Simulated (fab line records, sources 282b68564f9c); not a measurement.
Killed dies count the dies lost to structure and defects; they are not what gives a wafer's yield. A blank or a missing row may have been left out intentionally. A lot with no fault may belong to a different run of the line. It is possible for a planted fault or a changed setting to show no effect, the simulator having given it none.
fab line records	flow rit_cmos
[record] lots = 7	wafers = 21	last_day = 7
route steps=202 shown NLDD@110 PLDD@114 SPACER@125 NSD@131 PSD@142 M1@202
lots with no fault: from the same line, run without faults
start_h: the number of hours between the record's first day and the start of the first shown wafer of the lot	wait_h: time in hours since the lot's previous step	" the same as in the row above	L1.1+2: several wafers, shown together as one row	- either no value or no given start	* or withheld: withheld	< > ~ a bound
route shown NAME@n: a module of which the file shows steps, and the number in the route of the first	usual: mean/standard deviation of fault-free wafers	same: alike in all rows	chamber/n: place in a boat	sites: per-site readings	_std_site: the standard deviation of these	_edge_site: inner sites' mean taken away from outer sites' mean	radius_mm: for every site, how far away it sits from the centre of the wafer	mask NAME#n: copy n	behind: the tool/chamber that last shaped the wafer	hold: why the lot was held/for how many hours/how that ended	device: the transistor (n, p or np) that didn't switch	end of line: the route-end tests of the same wafers	where a step has no rows: the recipe by itself	killed: dies lost to structure and defects at the first sort, not the wafer's yield	map: a wafer's dies, x killed, . not, _ none there
set.NAME: the setting that was run; set.NAME@STEP: the one run at that earlier step	model.NAME: the simulator's own value behind a step, which no gauge read
lots at some steps of the route; a table a step, a row a wafer
services: when a tool's chamber went out of use (start_h, in hours from the record's first day, below 0 if earlier), for how many hours, and the reason
[[steps]]
[step RIT_NLDD_HARDBAKE_07]
[recipe] resist = NOVOLAK	temp_c = 140	time_s = 60
[step RIT_NLDD_IMPLANT_08]
[recipe] species = P	energy_kev = 20	dose_cm2 = 5e+14	tilt_deg = 7
[step RIT_NLDD_STRIP_09]
[recipe] chemistry = O2	time_s = 180	resist = NOVOLAK	platen_temp_c = withheld	power_w = 500	pressure_mtorr = 4000	o2_flow_sccm = 4000
[usual] drypump_motor_current_A = 5.68/0.21
lot.wafer	tool	chamber	start_h	wait_h	drypump_motor_current_A	rf_hours_counter_h
L373.1	plasma_asher-01	1	53.37	0.1	5.76	42
L373.5	"	1	"	"	5.77	-
L373.6	"	0	"	"	5.64	-
L375.2	plasma_asher-02	0	66.63	0.1	5.64	29
L375.3	"	1	"	"	5.64	-
L375.6	"	1	"	"	5.64	-
L378.4	plasma_asher-01	0	80.93	0.1	5.62	-
L378.5	"	0	"	"	5.66	-
L378.6	"	1	"	"	5.77	-
L379.1	plasma_asher-01	1	90.19	0.1	5.77	45
L379.3	"	1	"	"	5.75	-
L379.5	"	1	"	"	5.76	-
L380.2	plasma_asher-02	0	96.09	0.1	5.60	32
L380.3	"	0	"	"	5.64	-
L380.6	"	1	"	"	5.65	-
L381.2	plasma_asher-02	0	99.49	0.1	5.57	32
L381.4	"	0	"	"	5.62	-
L381.5	"	1	"	"	5.63	-
L390.1	plasma_asher-01	1	142.65	0.1	5.74	52
L390.4	"	1	"	"	5.72	-
L390.5	"	1	"	"	5.75	-
[step RIT_NLDD_TW_MEAS_10]
[usual] NLDD_TW = 2513/30
lot.wafer	tool	chamber	start_h	wait_h	NLDD_TW
L373.1	film_metro-01	-	53.54	0.1	2540
L373.5	"	-	"	"	2530
L373.6	"	-	"	"	2534
L375.2	film_metro-04	-	66.81	0.1	2482
L375.3	"	-	"	"	2482
L375.6	"	-	"	"	2491
L378.4	film_metro-04	-	81.08	0.1	2493
L378.5	"	-	"	"	2482
L378.6	"	-	"	"	2481
L379.1	film_metro-03	-	90.37	0.1	2504
L379.3	"	-	"	"	2506
L379.5	"	-	"	"	2498
L380.2	film_metro-04	-	96.27	0.1	2490
L380.3	"	-	"	"	2492
L380.6	"	-	"	"	2507
L381.2	film_metro-04	-	99.67	0.1	2513
L381.4	"	-	"	"	2504
L381.5	"	-	"	"	2516
L390.1	film_metro-01	-	142.83	0.1	2560
L390.4	"	-	"	"	2544
L390.5	"	-	"	"	2547
[step RIT_PLDD_HMDS_00]
[recipe] prime_time_s = 60	prime_temp_c = 140
[step RIT_PLDD_COAT_01]
[recipe] resist = NOVOLAK	spin_rpm = 3250	resist_thk_nm = 1000
[step RIT_PLDD_SOFTBAKE_02]
[recipe] resist = NOVOLAK	temp_c = 90	time_s = 60
[step RIT_PLDD_EXPOSE_03]
[recipe] mask_id = M8	na = 0.57	target_cd_nm = 40900	dose_mj = 250
[step RIT_PLDD_PEB_04]
[recipe] resist = NOVOLAK	temp_c = withheld	time_s = withheld
[step RIT_PLDD_DEVELOP_05]
[recipe] resist = NOVOLAK	develop_time_s = 50	dev_temp_c = 23
[step RIT_PLDD_OVL_MEAS_06]
[usual] PLDD_OVL = -2.2/1.4
lot.wafer	tool	chamber	start_h	wait_h	PLDD_OVL[nm]
L373.1	overlay-02	-	54.62	-	-0.6
L373.5	"	-	"	"	-1.8
L373.6	"	-	"	"	-0.7
L375.2	overlay-02	-	67.84	-	-2.2
L375.3	"	-	"	"	-2.5
L375.6	"	-	"	"	-3.7
L378.4	overlay-02	-	81.97	-	-2.0
L378.5	"	-	"	"	-1.1
L378.6	"	-	"	"	-3.9
L379.1	overlay-02	-	91.28	-	-0.8
L379.3	"	-	"	"	-2.6
L379.5	"	-	"	"	-1.8
L380.2	overlay-02	-	97.20	-	-2.4
L380.3	"	-	"	"	-2.6
L380.6	"	-	"	"	-3.1
L381.2	overlay-01	-	100.70	-	-0.6
L381.4	"	-	"	"	-1.3
L381.5	"	-	"	"	-2.4
L390.1	overlay-02	-	143.87	-	-2.2
L390.4	"	-	"	"	-0.7
L390.5	"	-	"	"	-3.7
[step RIT_PLDD_HARDBAKE_07]
[recipe] resist = NOVOLAK	temp_c = 140	time_s = 60
[step RIT_PLDD_IMPLANT_08]
[recipe] species = BF2	energy_kev = 20	dose_cm2 = 9e+14	tilt_deg = 7
[usual] beam_energy_keV = 19.999/0.0065
lot.wafer	tool	chamber	start_h	wait_h	beam_energy_keV	model.implant.rp_nm	model.implant.drp_nm
L373.1	implanter-03	0	54.80	0.1	19.994	16.85	9.752
L373.5	"	0	"	"	20.001	16.85	9.752
L373.6	"	0	"	"	19.999	16.85	9.752
L375.2	implanter-03	0	68.05	0.1	19.996	18.01	9.752
L375.3	"	0	"	"	19.994	18.01	9.752
L375.6	"	0	"	"	20.014	18.01	9.752
L378.4	implanter-03	0	82.22	0.1	21.588	18.53	10.29
L378.5	"	0	"	"	21.582	18.53	10.29
L378.6	"	0	"	"	21.585	18.53	10.29
L379.1	implanter-03	0	91.46	0.1	21.581	18.47	10.29
L379.3	"	0	"	"	21.577	18.47	10.29
L379.5	"	0	"	"	21.571	18.47	10.29
L380.2	implanter-03	0	97.40	0.1	21.580	18.26	10.29
L380.3	"	0	"	"	21.561	18.26	10.29
L380.6	"	0	"	"	21.575	18.26	10.29
L381.2	implanter-02	0	100.91	0.1	20.000	17.17	9.752
L381.4	"	0	"	"	19.995	17.17	9.752
L381.5	"	0	"	"	20.002	17.17	9.752
L390.1	implanter-02	0	144.08	0.1	19.994	17.3	9.752
L390.4	"	0	"	"	19.987	17.3	9.752
L390.5	"	0	"	"	19.992	17.3	9.752
[step RIT_PLDD_STRIP_09]
[recipe] chemistry = O2	time_s = 180	resist = NOVOLAK	platen_temp_c = withheld	power_w = 500	pressure_mtorr = 4000	o2_flow_sccm = 3853
[usual] drypump_motor_current_A = 5.8/0.31
lot.wafer	tool	chamber	start_h	wait_h	drypump_motor_current_A	rf_hours_counter_h
L373.1	plasma_asher-03	0	54.95	0.1	6.2	38
L373.5	"	1	"	"	6.1	-
L373.6	"	0	"	"	6.2	-
L375.2	plasma_asher-02	0	68.17	0.1	5.7	30
L375.3	"	0	"	"	5.6	-
L375.6	"	0	"	"	5.6	-
L378.4	plasma_asher-03	1	82.35	0.1	6.1	-
L378.5	"	0	"	"	6.1	-
L378.6	"	1	"	"	6.1	-
L379.1	plasma_asher-03	1	91.61	0.1	6.1	42
L379.3	"	1	"	"	6.1	-
L379.5	"	1	"	"	6.1	-
L380.2	plasma_asher-04	1	97.53	0.1	5.3	45
L380.3	"	0	"	"	6.1	-
L380.6	"	1	"	"	5.3	-
L381.2	plasma_asher-02	1	101.03	0.1	5.6	33
L381.4	"	0	"	"	5.7	-
L381.5	"	1	"	"	5.6	-
L390.1	plasma_asher-03	1	144.23	0.1	6.1	49
L390.4	"	1	"	"	6.1	-
L390.5	"	0	"	"	6.2	-
[step RIT_PLDD_TW_MEAS_10]
[usual] PLDD_TW = 2365/26
lot.wafer	tool	chamber	start_h	wait_h	PLDD_TW
L373.1	film_metro-04	-	55.13	0.1	2339
L373.5	"	-	"	"	2343
L373.6	"	-	"	"	2352
L375.2	film_metro-04	-	68.36	0.1	2341
L375.3	"	-	"	"	2341
L375.6	"	-	"	"	2339
L378.4	film_metro-04	-	82.50	0.1	2390
L378.5	"	-	"	"	2390
L378.6	"	-	"	"	2388
L379.1	film_metro-04	-	91.79	0.1	2388
L379.3	"	-	"	"	2387
L379.5	"	-	"	"	2398
L380.2	film_metro-01	-	97.71	0.1	2449
L380.3	"	-	"	"	2445
L380.6	"	-	"	"	2442
L381.2	film_metro-03	-	101.22	0.1	2351
L381.4	"	-	"	"	2352
L381.5	"	-	"	"	2349
L390.1	film_metro-04	-	144.40	0.1	2354
L390.4	"	-	"	"	2351
L390.5	"	-	"	"	2348
[step RIT_SPACER_CLEAN_00]
[recipe] chemistry = SC1	mix = 3:3:50	time_s = 600	temp_c = 75
[step RIT_SPACER_CLEAN_01]
[recipe] chemistry = dHF	dilution = 50:1	time_s = 30
[step RIT_SPACER_CLEAN_02]
[recipe] chemistry = SC2	mix = 3:3:50	time_s = 600	temp_c = 75	dry = n2_spin
[step RIT_SPACER_CVD_03]
[recipe] material = Si3N4	target_thk_nm = 250	temp_c = 810	precursor = SiH2Cl2/NH3	time_s = 3300	pressure_mtorr = 300	sih2cl2_flow_sccm = 60	nh3_flow_sccm = 150
[step RIT_SPACER_THK_MEAS_04]
[recipe] reads = Si3N4_of_SPACER_CVD_03
[usual] SPACER_NITRIDE_THK = 250.8/2.2
lot.wafer	tool	chamber	start_h	wait_h	SPACER_NITRIDE_THK[nm]
L373.1	film_metro-01	-	57.47	0.0	250.3
L373.5	"	-	"	"	251.7
L373.6	"	-	"	"	251.9
L375.2	film_metro-02	-	70.73	0.0	252.7
L375.3	"	-	"	"	251.6
L375.6	"	-	"	"	253.3
L378.4	film_metro-02	-	84.84	0.0	253.2
L378.5	"	-	"	"	249.7
L378.6	"	-	"	"	251.8
L379.1	film_metro-01	-	94.15	0.0	250.9
L379.3	"	-	"	"	251.0
L379.5	"	-	"	"	252.6
L380.2	film_metro-01	-	100.06	0.0	253.4
L380.3	"	-	"	"	253.8
L380.6	"	-	"	"	251.1
L381.2	film_metro-02	-	103.56	0.0	253.5
L381.4	"	-	"	"	251.4
L381.5	"	-	"	"	252.1
L390.1	film_metro-03	-	146.75	0.0	248.2
L390.4	"	-	"	"	250.6
L390.5	"	-	"	"	247.7
[step RIT_SPACER_ETCHBACK_05]
[recipe] target_depth_a = 2500	SF6_flow_sccm = 30	CHF3_flow_sccm = 30	target = Si3N4	chemistry = SF6/CHF3	pressure_mtorr = 40	rf_w = 250	time_s = 240	stop_on = SiO2
[usual] drypump_motor_current_A = 5.7/0.61	oes_product_au = 0.846/0.016	throttle_valve_pct = 10.29/0.14
lot.wafer	tool	chamber	start_h	wait_h	drypump_motor_current_A	oes_product_au	rf_hours_counter_h	throttle_valve_pct
L373.1	rie_diel-04	0	57.53	0.1	4.9	0.872	137	10.40
L373.5	"	2	"	"	6.1	0.828	-	10.26
L373.6	"	0	"	"	4.9	0.878	-	10.42
L375.2	rie_diel-04	0	70.78	0.0	4.9	0.884	137	10.41
L375.3	"	3	"	"	6.1	0.853	0	10.07
L375.6	"	3	"	"	6.0	0.849	-	10.08
L378.4	rie_diel-04	3	84.87	0.0	6.1	0.847	0	10.08
L378.5	"	3	"	"	6.0	0.842	-	10.08
L378.6	"	0	"	"	4.9	0.876	-	10.41
L379.1	rie_diel-04	1	94.21	0.1	5.3	0.836	2	10.27
L379.3	"	0	"	"	4.9	0.886	138	10.42
L379.5	"	1	"	"	5.3	0.835	-	10.27
L380.2	rie_diel-02	1	100.11	0.0	5.0	0.840	104	10.34
L380.3	"	3	"	"	6.4	0.846	56	9.98
L380.6	"	2	"	"	6.5	0.841	-	10.33
L381.2	rie_diel-02	0	103.61	0.0	5.6	0.852	27	10.41
L381.4	"	1	"	"	4.9	0.842	104	10.34
L381.5	"	1	"	"	5.0	0.842	-	10.33
L390.1	rie_diel-03	0	146.81	0.1	5.3	0.846	12	10.42
L390.4	"	2	"	"	6.3	0.854	55	10.21
L390.5	"	3	"	"	5.0	0.838	-	10.49
[step RIT_NSD_HMDS_00]
[recipe] prime_time_s = 60	prime_temp_c = 140
[step RIT_NSD_COAT_01]
[recipe] resist = NOVOLAK	spin_rpm = 3250	resist_thk_nm = 1000
[step RIT_NSD_SOFTBAKE_02]
[recipe] resist = NOVOLAK	temp_c = 90	time_s = 60
[step RIT_NSD_EXPOSE_03]
[recipe] mask_id = M9	na = 0.57	target_cd_nm = 40700	dose_mj = 250
[step RIT_NSD_PEB_04]
[recipe] resist = NOVOLAK	temp_c = withheld	time_s = withheld
[step RIT_NSD_DEVELOP_05]
[recipe] resist = NOVOLAK	develop_time_s = 50	dev_temp_c = 23
[step RIT_NSD_OVL_MEAS_06]
[usual] NSD_OVL = -0.4/1.3
lot.wafer	tool	chamber	start_h	wait_h	NSD_OVL[nm]
L373.1	overlay-01	-	58.66	-	-1.4
L373.5	"	-	"	"	0.1
L373.6	"	-	"	"	-2.2
L375.2	overlay-01	-	71.84	-	-3.0
L375.3	"	-	"	"	-2.1
L375.6	"	-	"	"	0.4
L378.4	overlay-01	-	85.89	-	0.8
L378.5	"	-	"	"	1.7
L378.6	"	-	"	"	-1.7
L379.1	overlay-02	-	95.33	-	-2.5
L379.3	"	-	"	"	-0.8
L379.5	"	-	"	"	-0.8
L380.2	overlay-02	-	101.11	-	-0.2
L380.3	"	-	"	"	-0.2
L380.6	"	-	"	"	-0.3
L381.2	overlay-02	-	104.62	-	1.9
L381.4	"	-	"	"	2.9
L381.5	"	-	"	"	2.9
L390.1	overlay-02	-	147.93	-	-0.1
L390.4	"	-	"	"	0.5
L390.5	"	-	"	"	1.6
[step RIT_NSD_HARDBAKE_07]
[recipe] resist = NOVOLAK	temp_c = 140	time_s = 60
[step RIT_NSD_IMPLANT_08]
[recipe] species = P	energy_kev = 25	dose_cm2 = 1.016e+15	tilt_deg = 7
[step RIT_NSD_STRIP_09]
[recipe] chemistry = O2	time_s = 180	resist = NOVOLAK	platen_temp_c = withheld	power_w = 500	pressure_mtorr = 4000	o2_flow_sccm = 4000
[usual] drypump_motor_current_A = 5.79/0.3
lot.wafer	tool	chamber	start_h	wait_h	drypump_motor_current_A	rf_hours_counter_h
L373.1	plasma_asher-01	0	58.99	0.1	5.67	42
L373.5	"	1	"	"	5.79	-
L373.6	"	0	"	"	5.67	-
L375.2	plasma_asher-01	1	72.17	0.1	5.77	44
L375.3	"	1	"	"	5.81	-
L375.6	"	0	"	"	5.62	-
L378.4	plasma_asher-04	1	86.27	0.1	5.32	-
L378.5	"	1	"	"	5.34	-
L378.6	"	0	"	"	6.12	-
L379.1	plasma_asher-04	1	95.67	0.1	5.32	45
L379.3	"	0	"	"	6.13	-
L379.5	"	0	"	"	6.09	-
L380.2	plasma_asher-01	1	101.44	0.1	5.74	47
L380.3	"	0	"	"	5.67	-
L380.6	"	1	"	"	5.76	-
L381.2	plasma_asher-01	1	104.95	0.1	5.74	47
L381.4	"	1	"	"	5.79	-
L381.5	"	1	"	"	5.76	-
L390.1	plasma_asher-03	0	148.43	0.1	6.17	49
L390.4	"	0	"	"	6.16	-
L390.5	"	0	"	"	6.15	-
[step RIT_NSD_TW_MEAS_10]
[usual] NSD_TW = 3172/36
lot.wafer	tool	chamber	start_h	wait_h	NSD_TW
L373.1	film_metro-01	-	59.17	0.1	3200
L373.5	"	-	"	"	3191
L373.6	"	-	"	"	3209
L375.2	film_metro-01	-	72.35	0.1	3186
L375.3	"	-	"	"	3196
L375.6	"	-	"	"	3206
L378.4	film_metro-03	-	86.41	0.1	3132
L378.5	"	-	"	"	3133
L378.6	"	-	"	"	3131
L379.1	film_metro-01	-	95.85	0.1	3203
L379.3	"	-	"	"	3184
L379.5	"	-	"	"	3191
L380.2	film_metro-01	-	101.63	0.1	3194
L380.3	"	-	"	"	3204
L380.6	"	-	"	"	3198
L381.2	film_metro-03	-	105.13	0.1	3133
L381.4	"	-	"	"	3150
L381.5	"	-	"	"	3141
L390.1	film_metro-03	-	148.61	0.1	3125
L390.4	"	-	"	"	3135
L390.5	"	-	"	"	3130
[step RIT_PSD_HMDS_00]
[recipe] prime_time_s = 60	prime_temp_c = 140
[step RIT_PSD_COAT_01]
[recipe] resist = NOVOLAK	spin_rpm = 3250	resist_thk_nm = 1000
[step RIT_PSD_SOFTBAKE_02]
[recipe] resist = NOVOLAK	temp_c = 90	time_s = 60
[step RIT_PSD_EXPOSE_03]
[recipe] mask_id = M10	na = 0.57	target_cd_nm = 40900	dose_mj = 250
[step RIT_PSD_PEB_04]
[recipe] resist = NOVOLAK	temp_c = withheld	time_s = withheld
[step RIT_PSD_DEVELOP_05]
[recipe] resist = NOVOLAK	develop_time_s = 50	dev_temp_c = 23
[step RIT_PSD_OVL_MEAS_06]
[usual] PSD_OVL = -1.5/1.3
lot.wafer	tool	chamber	start_h	wait_h	PSD_OVL[nm]
L373.1	overlay-02	-	60.20	-	-1.8
L373.5	"	-	"	"	-3.1
L373.6	"	-	"	"	-2.2
L375.2	overlay-02	-	73.38	-	-3.0
L375.3	"	-	"	"	-2.1
L375.6	"	-	"	"	-3.8
L378.4	overlay-01	-	87.44	-	0.4
L378.5	"	-	"	"	-1.1
L378.6	"	-	"	"	-1.5
L379.1	overlay-01	-	96.76	-	-0.3
L379.3	"	-	"	"	-0.5
L379.5	"	-	"	"	-0.4
L380.2	overlay-01	-	102.53	-	-0.5
L380.3	"	-	"	"	1.5
L380.6	"	-	"	"	-0.5
L381.2	overlay-01	-	106.19	-	-1.7
L381.4	"	-	"	"	-3.4
L381.5	"	-	"	"	-2.8
L390.1	overlay-02	-	149.64	-	-2.1
L390.4	"	-	"	"	-2.7
L390.5	"	-	"	"	-2.4
[step RIT_PSD_HARDBAKE_07]
[recipe] resist = NOVOLAK	temp_c = 140	time_s = 60
[step RIT_PSD_IMPLANT_08]
[recipe] species = BF2	energy_kev = 27	dose_cm2 = 4.882e+15	tilt_deg = 7
[step RIT_PSD_STRIP_09]
[recipe] chemistry = O2	time_s = 180	resist = NOVOLAK	platen_temp_c = withheld	power_w = 500	pressure_mtorr = 4000	o2_flow_sccm = 4000
[usual] drypump_motor_current_A = 5.90/0.23
lot.wafer	tool	chamber	start_h	wait_h	drypump_motor_current_A	rf_hours_counter_h
L373.1	plasma_asher-02	0	60.54	0.1	5.62	29
L373.5	"	1	"	"	5.64	-
L373.6	"	0	"	"	5.61	-
L375.2	plasma_asher-02	1	73.71	0.1	5.65	30
L375.3	"	1	"	"	5.65	-
L375.6	"	1	"	"	5.65	-
L378.4	plasma_asher-02	0	87.81	0.1	5.63	-
L378.5	"	0	"	"	5.62	-
L378.6	"	1	"	"	5.65	-
L379.1	plasma_asher-02	1	97.09	0.1	5.64	32
L379.3	"	1	"	"	5.65	-
L379.5	"	0	"	"	5.59	-
L380.2	plasma_asher-02	0	102.86	0.1	5.65	33
L380.3	"	0	"	"	5.60	-
L380.6	"	0	"	"	5.66	-
L381.2	plasma_asher-03	1	106.52	0.1	6.08	43
L381.4	"	0	"	"	6.18	-
L381.5	"	1	"	"	6.09	-
L390.1	plasma_asher-01	0	149.98	0.1	5.66	53
L390.4	"	0	"	"	5.64	-
L390.5	"	1	"	"	5.73	-
[step RIT_SDANNEAL_RS_MEAS_06]
[recipe] thk_meas_gauge = four-point-probe
[usual] PLDD_RS = 178.5/0.49
lot.wafer	tool	chamber	start_h	wait_h	PLDD_RS[ohm/sq]
L373.1	film_metro-01	-	61.44	0.1	178.6
L373.5	"	-	"	"	178.1
L373.6	"	-	"	"	178.2
L375.2	film_metro-04	-	74.63	0.1	178.3
L375.3	"	-	"	"	178.6
L375.6	"	-	"	"	178.5
L378.4	film_metro-04	-	88.71	0.1	174.2
L378.5	"	-	"	"	173.6
L378.6	"	-	"	"	173.9
L379.1	film_metro-04	-	97.99	0.1	173.0
L379.3	"	-	"	"	173.2
L379.5	"	-	"	"	173.1
L380.2	film_metro-03	-	103.78	0.1	173.6
L380.3	"	-	"	"	173.4
L380.6	"	-	"	"	173.4
L381.2	film_metro-01	-	107.44	0.1	178.9
L381.4	"	-	"	"	178.3
L381.5	"	-	"	"	178.2
L390.1	film_metro-01	-	150.88	0.1	178.7
L390.4	"	-	"	"	179.0
L390.5	"	-	"	"	178.7
[step RIT_M1_PROBE_99]
[usual] killed_at_front_end = 7/3.4	killed_dies = 7/3.4	killed_open = 3.7/2.2	killed_short = 3.6/2.2
[same] gross_dies = 264	killed_at_M0_to_M3 = 0	killed_at_M4_up = 0	killed_at_back_side = 0	killed_at_contacts = 0	killed_at_other = 0
lot.wafer	tool	chamber	start_h	wait_h	killed_at_front_end	killed_dies	killed_open	killed_short	model.etest.pmos_turned.r_on_ohm_um	model.etest.pmos_0p15.r_on_ohm_um	model.etest.pldd.rs_ohm_sq	model.etest.pldd.line_ohm_um	model.etest.pmos_turned.drive_ua_um	model.etest.pmos_0p15.drive_ua_um	model.etest.pmos_0p15.off_log10_a_um	model.etest.pmos_0p15.vt_sat_v
L373.1	prober-01	-	68.58	0.1	6	6	2	4	3609	2924	524.6	165.2	180.1	241.7	-10.61	-0.3237
L373.5	prober-01	-	68.78	0.2	3	3	1	2	3659	2974	515	164.4	175.3	235.8	-10.7	-0.3355
L373.6	prober-01	-	68.83	0.2	6	6	4	2	3559	2902	516	164	182.4	243.5	-10.5	-0.3257
L375.2	prober-02	-	81.78	0.1	11	11	4	7	3258	2705	440.6	140.7	208.9	266.9	-10.2	-0.2879
L375.3	prober-02	-	81.83	0.2	12	12	4	8	3206	2642	436.5	139.1	209.3	270.3	-10.27	-0.283
L375.6	prober-02	-	81.98	0.2	4	4	0	4	3243	2682	441.1	140.9	206.6	265.1	-10.24	-0.2941
L378.4	prober-01	-	95.92	0.2	6	6	3	3	3344	2737	425.1	133.9	196.6	254	-10.38	-0.3068
L378.5	prober-01	-	95.97	0.2	15	15	7	8	3379	2782	442.2	140.8	192.1	251.4	-10.37	-0.3088
L378.6	prober-01	-	96.02	0.2	8	8	4	4	3321	2711	439.1	137.5	198.8	259.6	-10.23	-0.2945
L379.1	prober-02	-	105.11	0.1	7	7	2	3	3362	2685	486.7	154.8	192.5	263.1	-9.97	-0.2823
L379.3	prober-02	-	105.21	0.2	3	3	2	1	3574	2828	509.1	161.1	180	250.7	-10.52	-0.3057
L379.5	prober-02	-	105.31	0.2	1	1	1	0	3418	2699	507.1	161.4	190.3	262.6	-10.15	-0.2914
L380.2	prober-01	-	111.27	0.1	6	6	2	4	3182	2601	434.7	140.3	210.2	271.7	-9.94	-0.2763
L380.3	prober-01	-	111.32	0.2	3	3	1	2	3132	2548	436.3	140.8	212.3	278.1	-9.892	-0.2684
L380.6	prober-01	-	111.47	0.2	8	8	4	4	3270	2675	445.9	143	202.5	264.2	-10.23	-0.2896
L381.2	prober-02	-	114.53	0.1	15	15	8	7	3376	2678	525	172.2	191.7	265.3	-10.01	-0.2842
L381.4	prober-02	-	114.63	0.2	6	6	2	4	3344	2675	510.4	162.5	195.7	266.1	-10.14	-0.286
L381.5	prober-02	-	114.68	0.2	4	4	1	3	3337	2668	508.6	162.5	196.4	268.1	-10.04	-0.2824
L390.1	prober-01	-	158.13	0.1	6	6	3	3	3445	2750	522.2	161.3	188.5	257.9	-10.43	-0.3024
L390.4	prober-01	-	158.28	0.2	5	5	3	2	3344	2659	513.4	160.9	192.7	263.3	-10.18	-0.294
L390.5	prober-01	-	158.33	0.2	9	9	4	5	3388	2728	510.3	159.1	189.6	262.1	-10.21	-0.3018
// killed by level:class
L373.1 GATE:geometric_particle:short=2 FOX2:geometric_particle:short=1 SPACER:geometric_particle:short=1 SPACER:geometric_particle:open=1 SILICIDE:geometric_particle:open=1
L373.5 FOX1:geometric_particle:short=1 GATE:geometric_particle:open=1 SILICIDE:geometric_particle:short=1
L373.6 GATE:geometric_particle:open=4 FOX2:geometric_particle:short=1 SILICIDE:geometric_particle:short=1
L375.2 SPACER:geometric_particle:short=3 GATE:geometric_particle:short=2 REOX:geometric_particle:open=2 GATE:geometric_particle:open=1 REOX:geometric_particle:short=1 SILICIDE:geometric_particle:short=1 SILICIDE:geometric_particle:open=1
L375.3 GATE:geometric_particle:short=5 REOX:geometric_particle:open=3 SPACER:geometric_particle:short=2 FOX1:geometric_particle:short=1 SPACER:geometric_particle:open=1
L375.6 SPACER:geometric_particle:short=2 SILICIDE:geometric_particle:short=2
L378.4 FOX1:geometric_particle:short=1 FOX2:geometric_particle:open=1 GATE:geometric_particle:open=1 REOX:geometric_particle:short=1 SILICIDE:geometric_particle:open=1 SILICIDE:geometric_particle:short=1
L378.5 GATE:geometric_particle:short=3 GATE:geometric_particle:open=2 REOX:geometric_particle:short=2 REOX:geometric_particle:open=2 FOX1:geometric_particle:open=1 FOX1:geometric_particle:short=1 FOX2:geometric_particle:short=1 SPACER:geometric_particle:open=1
L378.6 GATE:geometric_particle:short=3 REOX:geometric_particle:open=3 FOX1:geometric_particle:open=1 FOX2:geometric_particle:short=1
L379.1 NSD:coat_microbubble_printed=2 FOX1:geometric_particle:short=1 FOX2:geometric_particle:short=1 GATE:geometric_particle:short=1 SPACER:geometric_particle:open=1 SILICIDE:geometric_particle:open=1
L379.3 GATE:geometric_particle:open=1 REOX:geometric_particle:short=1 SPACER:geometric_particle:open=1
L379.5 REOX:geometric_particle:open=1
L380.2 FOX1:geometric_particle:short=1 GATE:geometric_particle:short=1 GATE:geometric_particle:open=1 REOX:geometric_particle:open=1 REOX:geometric_particle:short=1 SILICIDE:geometric_particle:short=1
L380.3 GATE:geometric_particle:short=1 REOX:geometric_particle:short=1 SPACER:geometric_particle:open=1
L380.6 GATE:geometric_particle:short=3 GATE:geometric_particle:open=2 FOX1:geometric_particle:open=1 FOX2:geometric_particle:open=1 REOX:geometric_particle:short=1
L381.2 SPACER:geometric_particle:open=4 SPACER:geometric_particle:short=2 SILICIDE:geometric_particle:short=2 SILICIDE:geometric_particle:open=2 FOX1:geometric_particle:short=1 GATE:geometric_particle:short=1 GATE:geometric_particle:open=1 REOX:geometric_particle:short=1
L381.4 FOX1:geometric_particle:short=1 GATE:geometric_particle:short=1 GATE:geometric_particle:open=1 SPACER:geometric_particle:open=1 SPACER:geometric_particle:short=1 SILICIDE:geometric_particle:short=1
L381.5 REOX:geometric_particle:short=1 SPACER:geometric_particle:open=1 SPACER:geometric_particle:short=1 SILICIDE:geometric_particle:short=1
L390.1 SPACER:geometric_particle:short=2 FOX1:geometric_particle:short=1 FOX1:geometric_particle:open=1 GATE:geometric_particle:open=1 SPACER:geometric_particle:open=1
L390.4 FOX2:geometric_particle:open=2 GATE:geometric_particle:short=1 SILICIDE:geometric_particle:open=1 SILICIDE:geometric_particle:short=1
L390.5 SILICIDE:geometric_particle:open=3 SPACER:geometric_particle:short=2 FOX1:geometric_particle:short=1 GATE:geometric_particle:short=1 SPACER:geometric_particle:open=1 SILICIDE:geometric_particle:short=1
[[services]]
tool	chamber	start_h	hours	kind
rie_diel-04	3	50.62	-	clean
rie_diel-04	3	50.62	15.7	scheduled_down
rie_diel-04	3	50.62	15.7	vent_cycle
rie_diel-02	1	51.43	7.6	repair
rie_diel-02	2	64.91	4.1	repair
rie_diel-03	1	82.20	9.4	repair
rie_diel-04	3	87.50	8.3	repair
implanter-02	-	87.65	5.7	repair
rie_diel-04	3	102.17	3.8	repair
plasma_asher-02	-	104.47	14.6	pm
plasma_asher-04	-	108.84	9.0	pm
plasma_asher-04	0	108.84	9.0	vent_cycle
plasma_asher-04	1	108.84	9.0	vent_cycle
rie_diel-02	3	111.64	8.7	repair
plasma_asher-04	0	117.84	-	clean
plasma_asher-04	1	117.84	-	clean
rie_diel-04	0	129.83	13.2	repair
rie_diel-03	3	136.89	2.7	repair
implanter-02	-	140.11	1.0	repair
implanter-03	-	144.48	1.5	repair
[[key]]
[first_sign] step = RIT_PLDD_IMPLANT_08	reading = beam_energy_keV	direction = up	sigmas = 99+	usual = 19.999	struck = 21.578
[effect] step = RIT_PLDD_TW_MEAS_10	reading = PLDD_TW	direction = up	sigmas = 1.7	usual = 2365	struck = 2409
[effect] step = RIT_SDANNEAL_RS_MEAS_06	reading = PLDD_RS	direction = down	sigmas = 10	usual = 178.5	struck = 173.5
[model_effect] step = RIT_PLDD_IMPLANT_08	value = implant.rp_nm	without = 17.36	struck = 18.42
[model_effect] step = RIT_M1_PROBE_99	value = etest.pmos_turned.r_on_ohm_um	without = 3555	struck = 3331
met_at RIT_PLDD_IMPLANT_08
struck_wafers L378.4,L378.5,L378.6,L379.1,L379.3,L379.5,L380.2,L380.3,L380.6
tester_left_out L378,L379,L380
onset_between 68.05 82.22
[fault] kind = process_parameter_drift	tool = implanter-03	chamber = -	onset_h = 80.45	steps = RIT_PLDD_IMPLANT_08	channel = energy_kev	offset = 1.581	shape = step	end_h = 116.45	acts_in = these_recipes_only	stated = 20
// tester_left_out: of these lots the tester's yield and bins aren't shown, on N5 and GAA mostly nor the transistor test; their killed dies are dies lost to structure and defects alone, not to doping, threshold or leakage, so they don't give the yield
